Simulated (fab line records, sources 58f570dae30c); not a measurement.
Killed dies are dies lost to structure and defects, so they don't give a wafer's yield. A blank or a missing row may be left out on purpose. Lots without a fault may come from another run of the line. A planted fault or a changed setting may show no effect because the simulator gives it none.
fab line records | flow berkeley_cmos170
record lots=14 wafers=42 last_day=14
route steps=331 shown NWELL@28 V1@267 V2@307 M3@328
lots that met no fault: from a run of the same line without faults
start_h: hours from the record's first day to the start of the lot's first wafer shown | wait_h: hours since the lot's step before | " the same as in the row above | L1.1+2: a row that stands for several wafers | - no value, or no start given | * or withheld: withheld | < > ~ a bound
route shown NAME@n: a module of which the file shows steps, and the number in the route of the first | usual: mean/standard deviation of fault-free wafers | same: alike in all rows | chamber/n: place in a boat | sites: the reading at each site | _std_site: their standard deviation | _edge_site: outer sites' mean less inner sites' | radius_mm: how far each site lies from the wafer's centre | mask NAME#n: copy n | behind: the tool/chamber that last shaped the wafer | hold: why the lot was held/for how many hours/how that ended | device: the transistor (n, p or np) that didn't switch | end of line: the same wafers' tests at the end of the route | a step without rows: its recipe alone | killed: dies lost to structure and defects at the first sort, not the wafer's yield | map: a wafer's dies, x killed, . not, _ none there
set.NAME: the setting as run; set.NAME@STEP: as run at that earlier step | model.NAME: the simulator's own value behind a step, which no gauge read
steps of the route over a sample of lots; a table a step, a row a wafer
services: from which hour (start_h, from the record's first day; less than 0 if before it) a tool's chamber was out of use, for how many hours, and why
## steps
# step UCB170_NWELL_IMPLANT_14
# recipe species=P dose_cm2=1e+13 energy_kev=150 tilt_deg=7
# usual beam_energy_keV=150.00/0.051
# columns lot.wafer tool chamber start_h wait_h beam_energy_keV
L396.1 implanter-03 0 37.07 0.1 150.02
L396.3 " 0 " " 150.02
L396.4 " 0 " " 150.00
L397.1 implanter-02 0 46.14 0.1 149.94
L397.4 " 0 " " 149.87
L397.6 " 0 " " 149.97
L399.1 implanter-03 0 55.92 0.1 149.97
L399.5 " 0 " " 150.01
L399.6 " 0 " " 150.00
L400.2 implanter-02 0 56.22 0.1 150.07
L400.5 " 0 " " 150.06
L400.6 " 0 " " 150.04
L403.2 implanter-03 0 70.11 0.1 150.04
L403.3 " 0 " " 150.05
L403.4 " 0 " " 150.04
L405.3 implanter-02 0 87.10 0.1 149.97
L405.4 " 0 " " 150.06
L405.6 " 0 " " 150.12
L407.1 implanter-02 0 92.53 0.1 202.57
L407.2 " 0 " " 202.51
L407.6 " 0 " " 202.50
L408.1 implanter-02 0 102.06 0.1 202.43
L408.3 " 0 " " 202.48
L408.4 " 0 " " 202.47
L413.1 implanter-01 0 118.24 0.1 149.99
L413.5 " 0 " " 149.90
L413.6 " 0 " " 149.93
L414.4 implanter-01 0 127.47 0.1 150.00
L414.5 " 0 " " 150.00
L414.6 " 0 " " 150.02
L415.1 implanter-03 0 131.48 0.1 150.08
L415.2 " 0 " " 149.97
L415.5 " 0 " " 150.00
L416.1 implanter-01 0 140.68 0.1 150.02
L416.2 " 0 " " 150.01
L416.4 " 0 " " 150.02
L417.2 implanter-03 0 149.87 0.1 149.95
L417.3 " 0 " " 149.96
L417.4 " 0 " " 149.99
L419.1 implanter-01 0 161.60 0.1 150.05
L419.2 " 0 " " 150.07
L419.5 " 0 " " 149.99
# step UCB170_NWELL_TW_MEAS_16
# usual NWELL_TW=1252/9
# columns lot.wafer tool chamber start_h wait_h hold NWELL_TW
L396.1 film_metro-02 - 37.32 0.1 - 1246
L396.3 " - " " - 1248
L396.4 " - " " - 1247
L397.1 film_metro-02 - 46.39 0.1 - 1243
L397.4 " - " " - 1241
L397.6 " - " " - 1244
L399.1 film_metro-01 - 56.17 0.1 - 1262
L399.5 " - " " - 1266
L399.6 " - " " - 1260
L400.2 film_metro-02 - 56.46 0.1 - 1253
L400.5 " - " " - 1245
L400.6 " - " " - 1248
L403.2 film_metro-02 - 70.35 0.1 - 1248
L403.3 " - " " - 1240
L403.4 " - " " - 1243
L405.3 film_metro-01 - 87.32 0.1 - 1268
L405.4 " - " " - 1266
L405.6 " - " " - 1263
L407.1 film_metro-03 - 92.78 0.1 await_dispo/0.2h/release 1329
L407.2 " - " " await_dispo/0.2h/release 1328
L407.6 " - " " await_dispo/0.2h/release 1329
L407.1 film_metro-03 - 93.03 0.2 - 1327
L407.2 " - " " - 1326
L407.6 " - " " - 1328
L408.1 film_metro-02 - 102.31 0.1 await_dispo/0.2h/release 1309
L408.3 " - " " await_dispo/0.2h/release 1310
L408.4 " - " " await_dispo/0.2h/release 1318
L408.1 film_metro-02 - 102.54 0.2 - 1311
L408.3 " - " " - 1319
L408.4 " - " " - 1315
L413.1 film_metro-03 - 118.49 0.1 - 1256
L413.5 " - " " - 1258
L413.6 " - " " - 1260
L414.4 film_metro-01 - 127.68 0.1 - 1263
L414.5 " - " " - 1260
L414.6 " - " " - 1260
L415.1 film_metro-03 - 131.73 0.1 - 1254
L415.2 " - " " - 1257
L415.5 " - " " - 1259
L416.1 film_metro-02 - 140.93 0.1 - 1236
L416.2 " - " " - 1240
L416.4 " - " " - 1240
L417.2 film_metro-01 - 150.11 0.1 - 1261
L417.3 " - " " - 1258
L417.4 " - " " - 1251
L419.1 film_metro-03 - 161.85 0.1 - 1258
L419.2 " - " " - 1252
L419.5 " - " " - 1258
# step UCB170_V1_OVL_MEAS_13
# usual V1_OVL=-2/4.5
# columns lot.wafer tool chamber start_h wait_h V1_OVL[nm]
L396.1 overlay-01 - 186.39 0.1 -3
L396.3 " - " " 4
L396.4 " - " " -6
L397.1 overlay-01 - 201.26 0.1 -11
L397.4 " - " " -3
L397.6 " - " " -1
L400.2 overlay-01 - 202.71 0.1 1
L400.5 " - " " -8
L400.6 " - " " -1
L399.1 overlay-02 - 204.94 0.1 -10
L399.5 " - " " -9
L399.6 " - " " 1
L403.2 overlay-02 - 219.16 0.1 1
L403.3 " - " " -2
L403.4 " - " " 3
L405.3 overlay-01 - 236.09 0.1 -1
L405.4 " - " " -1
L405.6 " - " " 5
L407.1 overlay-01 - 244.48 0.1 2
L407.2 " - " " -2
L407.6 " - " " 2
L408.1 overlay-01 - 262.70 0.1 -13
L408.3 " - " " -4
L408.4 " - " " 0
L413.1 overlay-01 - 266.62 0.1 5
L413.5 " - " " 3
L413.6 " - " " -1
L414.4 overlay-01 - 292.75 0.1 -6
L414.5 " - " " -4
L414.6 " - " " -2
L415.1 overlay-02 - 294.81 0.1 -4
L415.2 " - " " 0
L415.5 " - " " -5
L416.1 overlay-02 - 295.08 0.1 -3
L416.2 " - " " -3
L416.4 " - " " -2
L417.2 overlay-01 - 295.52 0.1 3
L417.3 " - " " 0
L417.4 " - " " -1
L419.1 overlay-02 - 314.27 0.1 -4
L419.2 " - " " -1
L419.5 " - " " -3
# step UCB170_V2_STRIP_15
# recipe chemistry=O2 power_w=400 pressure_mtorr=3500 platen_temp_c=withheld o2_flow_sccm=400 overash_fraction=0.5
# usual drypump_motor_current_A=5.8/0.39 o2_flow_sccm=400.0/1.2 oes_product_au=0.723/0.005 strip_time_to_endpoint_s=15.33/0.11
# columns lot.wafer tool chamber start_h wait_h drypump_motor_current_A o2_flow_sccm oes_product_au rf_hours_counter_h strip_time_to_endpoint_s
L396.1 plasma_asher-04 0 191.88 0.1 5.4 398.2 0.719 41 15.32
L396.3 " 0 " " 5.4 400.1 0.721 - 15.32
L396.4 " 1 " " 5.7 399.7 0.721 - 15.26
L397.1 plasma_asher-02 1 207.58 0.1 5.9 399.8 0.713 9 15.22
L397.4 " 0 " " 5.0 400.5 0.727 - 15.29
L397.6 " 0 " " 5.0 400.9 0.721 - 15.33
L400.2 plasma_asher-02 0 209.13 0.1 5.0 398.9 0.718 9 15.39
L400.5 " 0 " " 5.0 400.2 0.715 - 15.47
L400.6 " 1 " " 5.8 399.7 0.713 - 15.19
L399.1 plasma_asher-01 1 210.48 0.1 6.0 400.7 0.721 46 15.32
L399.5 " 1 " " 6.0 403.0 0.722 - 15.45
L399.6 " 0 " " 6.1 400.7 0.725 - 15.35
L403.2 plasma_asher-04 0 224.92 0.1 5.4 398.9 0.710 44 15.13
L403.3 " 0 " " 5.4 399.1 0.730 - 15.04
L403.4 " 1 " " 5.6 398.0 0.727 - 15.27
L405.3 plasma_asher-01 0 244.17 0.1 6.1 401.0 0.719 - 15.41
L405.4 " 1 " " 6.0 401.2 0.724 - 15.23
L405.6 " 0 " " 6.1 402.0 0.723 - 15.13
L407.1 plasma_asher-01 1 250.80 0.1 6.0 397.3 0.721 51 15.32
L407.2 " 0 " " 6.1 398.8 0.726 51 15.18
L407.6 " 1 " " 6.0 396.6 0.721 - 15.41
L408.1 plasma_asher-01 0 269.90 0.1 6.1 400.1 0.717 53 15.30
L408.3 " 1 " " 6.0 399.2 0.718 - 15.42
L408.4 " 0 " " 6.1 400.3 0.728 - 15.40
L413.1 plasma_asher-02 1 271.98 0.1 5.8 398.9 0.725 17 15.60
L413.5 " 1 " " 5.8 400.5 0.725 - 15.23
L413.6 " 0 " " 5.0 400.5 0.721 - 15.42
L414.4 plasma_asher-01 0 302.11 0.1 6.1 401.2 0.716 - 15.26
L414.5 " 1 " " 6.0 399.5 0.717 - 15.32
L414.6 " 0 " " 6.1 401.8 0.728 - 15.45
L415.1 plasma_asher-01 1 304.40 0.1 6.0 400.1 0.723 58 15.21
L415.2 " 0 " " 6.1 398.0 0.718 58 15.36
L415.5 " 1 " " 6.0 400.1 0.724 - 15.40
L416.1 plasma_asher-04 0 304.52 0.1 5.4 402.0 0.721 52 15.54
L416.2 " 1 " " 5.7 399.5 0.712 52 15.53
L416.4 " 0 " " 5.4 400.2 0.727 - 15.45
L417.2 plasma_asher-01 0 304.76 0.1 6.1 401.6 0.722 58 15.12
L417.3 " 1 " " 6.0 399.6 0.721 - 15.27
L417.4 " 0 " " 6.1 401.9 0.723 - 15.39
L419.1 plasma_asher-02 1 320.26 0.1 5.9 399.5 0.725 23 15.31
L419.2 " 0 " " 5.0 400.6 0.728 23 15.35
L419.5 " 0 " " 5.0 400.0 0.719 - 15.33
# step UCB170_M3_STRIP_19
# recipe chemistry=O2 power_w=400 pressure_mtorr=3500 platen_temp_c=withheld o2_flow_sccm=400 overash_fraction=0.5
# usual drypump_motor_current_A=5.6/0.51 o2_flow_sccm=400.1/1.1 oes_product_au=0.548/0.01
# columns lot.wafer tool chamber start_h wait_h drypump_motor_current_A o2_flow_sccm oes_product_au rf_hours_counter_h
L396.1 plasma_asher-02 1 194.60 0.1 5.8 400.0 0.551 8
L396.3 " 1 " " 5.9 399.9 0.552 -
L396.4 " 0 " " 5.0 399.1 0.545 -
L397.1 plasma_asher-03 1 210.35 0.1 4.9 399.4 0.538 47
L397.4 " 0 " " 6.1 399.7 0.541 -
L397.6 " 0 " " 6.1 399.5 0.547 -
L400.2 plasma_asher-01 0 211.94 0.2 6.1 400.6 0.553 46
L400.5 " 1 " " 6.0 400.0 0.539 -
L400.6 " 0 " " 6.1 401.3 0.551 -
L399.1 plasma_asher-02 0 213.33 0.1 5.0 399.0 0.561 10
L399.5 " 1 " " 5.8 400.9 0.566 -
L399.6 " 0 " " 5.0 399.5 0.556 -
L403.2 plasma_asher-02 1 228.62 0.1 5.8 401.2 0.539 11
L403.3 " 0 " " 5.0 400.2 0.545 -
L403.4 " 1 " " 5.9 401.4 0.550 -
L405.3 plasma_asher-02 1 248.03 0.1 5.8 401.7 0.534 -
L405.4 " 0 " " 5.0 401.5 0.546 -
L405.6 " 1 " " 5.8 401.3 0.528 -
L407.1 plasma_asher-01 1 253.56 0.1 6.0 400.3 0.541 52
L407.2 " 0 " " 6.1 400.4 0.548 52
L407.6 " 0 " " 6.1 400.0 0.554 -
L408.1 plasma_asher-02 0 273.19 0.1 5.0 400.3 0.568 17
L408.3 " 1 " " 5.8 400.5 0.564 -
L408.4 " 0 " " 5.0 402.0 0.544 -
L413.1 plasma_asher-02 1 275.81 0.1 5.9 400.4 0.558 17
L413.5 " 1 " " 5.8 398.8 0.541 -
L413.6 " 0 " " 5.0 400.2 0.558 -
L414.4 plasma_asher-02 1 306.35 0.1 5.8 402.2 0.551 -
L414.5 " 0 " " 5.0 401.1 0.557 -
L414.6 " 1 " " 5.8 402.3 0.559 -
L415.1 plasma_asher-02 1 307.89 0.1 5.8 399.0 0.549 21
L415.2 " 0 " " 5.0 399.0 0.551 21
L415.5 " 1 " " 5.8 400.6 0.560 -
L416.1 plasma_asher-03 1 308.41 0.1 4.9 399.8 0.555 59
L416.2 " 0 " " 6.1 398.9 0.548 59
L416.4 " 1 " " 4.9 400.3 0.545 -
L417.2 plasma_asher-02 0 308.53 0.1 5.0 399.3 0.542 21
L417.3 " 0 " " 5.0 400.3 0.535 -
L417.4 " 1 " " 5.9 399.9 0.565 -
L419.1 plasma_asher-01 0 324.46 0.1 6.1 400.8 0.561 61
L419.2 " 1 " " 6.0 399.4 0.553 61
L419.5 " 1 " " 6.0 398.6 0.567 -
## services
# columns tool chamber start_h hours kind
implanter-01 - 32.92 3.5 repair
implanter-01 - 44.32 3.2 repair
plasma_asher-02 - 108.75 9.0 pm
plasma_asher-02 0 108.75 9.0 vent_cycle
plasma_asher-02 1 108.75 9.0 vent_cycle
plasma_asher-02 0 117.75 - clean
implanter-03 - 124.66 5.6 repair
implanter-02 - 131.69 8.8 pm
implanter-02 - 143.82 2.2 repair
implanter-03 - 145.16 2.8 pm
implanter-03 - 157.49 3.1 repair
implanter-02 - 160.60 1.2 repair
implanter-01 - 184.59 3.9 pm
implanter-03 - 201.09 1.6 repair
plasma_asher-01 - 221.08 0.8 repair
plasma_asher-03 - 227.82 2.5 repair
implanter-01 - 228.60 3.3 repair
plasma_asher-02 - 228.72 2.8 pm
plasma_asher-04 - 240.19 13.7 repair
implanter-01 - 243.24 2.1 repair
implanter-02 - 259.97 2.2 repair
implanter-02 - 277.02 14.3 pm
plasma_asher-04 - 306.02 2.8 pm
implanter-02 - 306.90 5.3 repair
## key
first_sign step=UCB170_NWELL_IMPLANT_14 reading=beam_energy_keV direction=up sigmas=99+ usual=150.00 struck=202.49
effect step=UCB170_NWELL_TW_MEAS_16 reading=visit direction=added
effect step=UCB170_NWELL_TW_MEAS_16 reading=NWELL_TW direction=up sigmas=7.7 usual=1252 struck=1321
met_at UCB170_NWELL_IMPLANT_14
struck_lots L407,L408
tester_left_out L407,L408
not_acting_at UCB170_V1_OVL_MEAS_13,UCB170_V2_STRIP_15,UCB170_M3_STRIP_19
onset_between 87.10 92.53
fault kind=process_parameter_drift tool=implanter-02 chamber=- onset_h=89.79 steps=UCB170_NWELL_IMPLANT_14 channel=energy_kev offset=52.5 shape=step end_h=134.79 acts_in=these_recipes_only stated=150
# tester_left_out: of these lots the tester's yield and bins aren't shown, on N5 and GAA mostly nor the transistor test; their killed dies are dies lost to structure and defects alone, not to doping, threshold or leakage, so they don't give the yield
